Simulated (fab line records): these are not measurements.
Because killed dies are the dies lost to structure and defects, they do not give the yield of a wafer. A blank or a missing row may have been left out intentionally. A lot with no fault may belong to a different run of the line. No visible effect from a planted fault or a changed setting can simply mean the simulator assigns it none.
8D (eight disciplines) problem report, filled in by code :: flow rit_cmos :: the parts of the form that need people (team, actions taken, sign-off) are left out

1. WHAT IS WRONG
Wafers free of any fault read 401 nm (standard deviation 5.4) for CONTACT_TEOS_THK at RIT_CONTACT_THK_MEAS_01, against a mean of 119 nm on 6 wafers of 2 lots. Measured from the usual mean, that is -52 standard deviations.
First observed at day 5 12:40: wafer L420.1, on film_metro-03. Wafers with a number at this step in the record: 42, from 14 lots. The rule behind "out" and "out of limits": a value lying over 4 standard deviations away from the usual mean. All remaining wafers that have a number are taken as sound.

2. WHAT IT IS AND WHAT IT IS NOT
question: which readings at this step
is: CONTACT_TEOS_THK
is not: -

question: which lots
is: L420, L423
is not: L411, L412, L413, L414, L415, L424, L425, L426, L428, L429, L431, L434

question: which wafers of those lots
is: all that have a number
is not: -

question: read on which gauges
is: film_metro-01, film_metro-03
is not: film_metro-04

question: when
is: from day 5 12:40
is not: up to then (15 sound wafers); but 21 sound wafers of L424, L425, L426, L428, L429, L431, L434 came after

3. SUSPECTS, AND WHAT RULES EACH OUT
Counting: any tool at a process step up to the reading is kept as a suspect provided that every lot that is out went through it and no sound lot did after the first of them.
- ruled out: the gauge at RIT_CONTACT_THK_MEAS_01. 2 gauges (film_metro-01, film_metro-03) read the wafers that are out.
- pecvd-02 at RIT_CONTACT_CVD_00 (deposits SiO2 from TEOS, target thk 400 nm, time 61 s): kept. Every lot that is out went through it, starting with L420 (day 5 12:37), and after that it ran no sound lot; the last sound lot it ran before then is L414 (day 4 03:01).
Left after counting: pecvd-02 at RIT_CONTACT_CVD_00.

4. THE CAUSE (what the simulator had put in)
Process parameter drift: pecvd-02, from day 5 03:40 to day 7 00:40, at RIT_CONTACT_CVD_00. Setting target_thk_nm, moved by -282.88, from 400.
This tool alone remained once counting was done.

5. THE CHAIN OF EFFECTS, in route order
Rows list readings where the struck wafers' mean (over those with a number) sits beyond 3 standard deviations from the usual. Only readings whose record carries a usual standard deviation are examined. hours: median over the lots of the time between each lot's start at the first step of this table that gives one and its start at this step. sigmas: the change, counted in usual standard deviations.
hours: 0
step: RIT_CONTACT_THK_MEAS_01
reading: CONTACT_TEOS_THK
usual: 401 nm
on struck wafers: 119
change: -282
sigmas: -52

6. WHAT WOULD HAVE CAUGHT IT SOONER
The first out-of-limits reading at a measuring or inspecting step in this record came at day 5 12:40, 9 hours after the fault's start at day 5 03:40.
Tool readings at RIT_CONTACT_CVD_00 with a usual standard deviation given in the record: none out on any struck wafer, hence no alarm at a limit of 4 standard deviations on them.
Among the 2 lots that are out, L423 began RIT_CONTACT_CVD_00 on pecvd-02 after day 5 12:40. A tool hold placed at that time would have kept it from harm.
